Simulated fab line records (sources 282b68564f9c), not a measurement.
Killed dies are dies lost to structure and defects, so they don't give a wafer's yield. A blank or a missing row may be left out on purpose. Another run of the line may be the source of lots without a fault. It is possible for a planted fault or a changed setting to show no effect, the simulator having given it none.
Shared-tool check | flow rit_cmos | 9 lots and 27 wafers in the sample

== REASON IT WAS OPENED ==
RIT_REOX_THK_MEAS_04, reading REOX_OXIDE_THK: flagged on 2 of 9 lots. No-fault wafers: 25.2 nm, standard deviation 0.47.
Rule: a lot is flagged when every wafer of it that has a number lies more than 4 standard deviations from that mean, or none has a number. All remaining lots are regarded as sound.

lot  | measured    | on            | REOX_OXIDE_THK (nm), wafer by wafer | flag
L990 | day 4 10:04 | film_metro-04 | 28.2 28.4 28.1                      | FLAGGED
L992 | day 4 20:31 | film_metro-04 | 28.7 29.4 28.8                      | FLAGGED
L995 | day 5 15:42 | film_metro-01 | 24.5 25.0 24.4                      |
L997 | day 5 23:36 | film_metro-02 | 25.3 25.3 25.3                      |
L999 | day 6 04:40 | film_metro-02 | 25.2 25.5 25.7                      |
L101 | day 6 16:03 | film_metro-01 | 25.1 25.2 25.3                      |
L103 | day 7 02:01 | film_metro-02 | 26.0 25.6 25.6                      |
L104 | day 7 06:29 | film_metro-02 | 26.1 25.9 25.6                      |
L105 | day 7 11:52 | film_metro-02 | 25.0 24.8 24.8                      |
The mean of the flagged lots' numbers is 28.6 nm, +3.4 nm from the usual (+7 standard deviations).

== WHICH TOOL EACH LOT WENT THROUGH ==
0 process steps preceding the reading are held in the record, out of 202 steps in the route. Every cell lists first the tool, next ch and the chambers used by the sampled wafers, and last the start.
lot  | flag
L990 | FLAGGED
L992 | FLAGGED
L995 |
L997 |
L999 |
L101 |
L103 |
L104 |
L105 |
What is done by these steps:
- RIT_REOX_THK_MEAS_04

== FLAGGED AGAINST TOTAL, ONE TOOL AT A TIME (gauges that did the reading follow at the end) ==
step                 | tool          | lots run | flagged | share of the flagged lots | sound lots run after its first flagged lot
RIT_REOX_THK_MEAS_04 | film_metro-01 | 2        | 0       | none                      | -
RIT_REOX_THK_MEAS_04 | film_metro-02 | 5        | 0       | none                      | -
RIT_REOX_THK_MEAS_04 | film_metro-04 | 2        | 2       | all                       | 0

== THE TABLE: WHAT IT ALLOWS ==
Rows of the table that ran each flagged lot: 1, that is film_metro-04 at RIT_REOX_THK_MEAS_04.
- film_metro-04 at RIT_REOX_THK_MEAS_04 ran 2 lots, 2 of them flagged. It ran no sound lot before its first flagged lot in this sample, so the start can't be narrowed down.
What remains is a single tool, film_metro-04 at RIT_REOX_THK_MEAS_04.

== WHAT THE SIMULATOR HAD PUT IN ==
Metrology matching offset: film_metro-04, from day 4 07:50 on, at RIT_REOX_THK_MEAS_04. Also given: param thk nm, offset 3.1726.
Lots struck among those shown: L990, L992. The rule given above showed the same thing.
